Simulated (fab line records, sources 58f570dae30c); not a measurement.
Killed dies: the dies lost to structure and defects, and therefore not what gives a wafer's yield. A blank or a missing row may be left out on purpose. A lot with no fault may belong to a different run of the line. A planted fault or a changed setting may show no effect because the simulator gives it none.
2 desks looking at one fault	flow berkeley_cmos170	every desk sees just its own numbers, and what lay behind them comes last

== METROLOGY DESK ==
Lot by lot, what the gauges showed, no matter which tool ran the lot: averages of those sampled wafers that carry a number. Marked OUT: a lot whose mean sits more than 4 standard deviations from the usual mean, which makes it out of limits; the brackets give that distance.
Columns: A = ACTIVE_OXIDE_THK at UCB170_ACTIVE_THK_MEAS_03, usual 26.2 nm
lot	first seen here	A
L232	day 4 11:40	27.0
L235	day 5 13:26	26.1
L237	day 5 13:26	25.3
L236	day 5 13:26	25.5
L239	day 6 09:24	26.9
L238	day 6 09:25	26.0
L242	day 6 17:50	26.6
L244	day 6 21:48	37.1 (+20) OUT
L246	day 6 21:51	37.6 (+21) OUT
L247	day 7 04:41	26.1
L250	day 7 17:37	26.6
L249	day 7 17:38	26.4
L252	day 8 14:23	25.8
L255	day 9 07:41	26.4
This desk's result: L244, L246 out of limits, first on L244 (ACTIVE_OXIDE_THK at UCB170_ACTIVE_THK_MEAS_03), day 6 21:48. Within limits: L232, L235, L237, L236, L239, L238, L242, L247, L250, L249, L252, L255.

== TOOL OWNER'S DESK, furnace-04 ==
The tool's own readings at UCB170_ACTIVE_OXIDATION_02 (target thk 26.4 nm, ox time 1260 s): means of the sampled wafers that have a number, for each lot that ran on this tool. Marked OUT: a lot whose mean sits more than 4 standard deviations from the usual mean, which makes it out of limits; the brackets give that distance.
Columns: A = ox_temp_c at UCB170_ACTIVE_OXIDATION_02, usual 1000.0 C
lot	first seen here	A
L232	day 4 10:18	999.9
L235	day 5 12:05	999.6
L236	day 5 12:05	999.8
L237	day 5 12:05	1000.2
L242	day 6 16:25	1000.1
L244	day 6 20:27	999.8
L246	day 6 20:27	1000.1
This desk found nothing out of limits on any of the 7 lots.

== TAKEN TOGETHER ==
An alarm was possible from the metrology desk at day 6 21:48, on L244, L246.
The desk of the tool owner found nothing out of limits.
The tool owner's desk has L244, L246 on record, within its limits.
UCB170_ACTIVE_OXIDATION_02 was run on furnace-04 by each of the lots named.

== WHAT HAD BEEN PUT IN BY THE SIMULATOR ==
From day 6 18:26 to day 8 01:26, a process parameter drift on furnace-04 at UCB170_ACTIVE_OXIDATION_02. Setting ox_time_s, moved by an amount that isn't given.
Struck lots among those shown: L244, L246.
Hours from the fault's start to each desk's first reading out of limits: the metrology desk, 3.
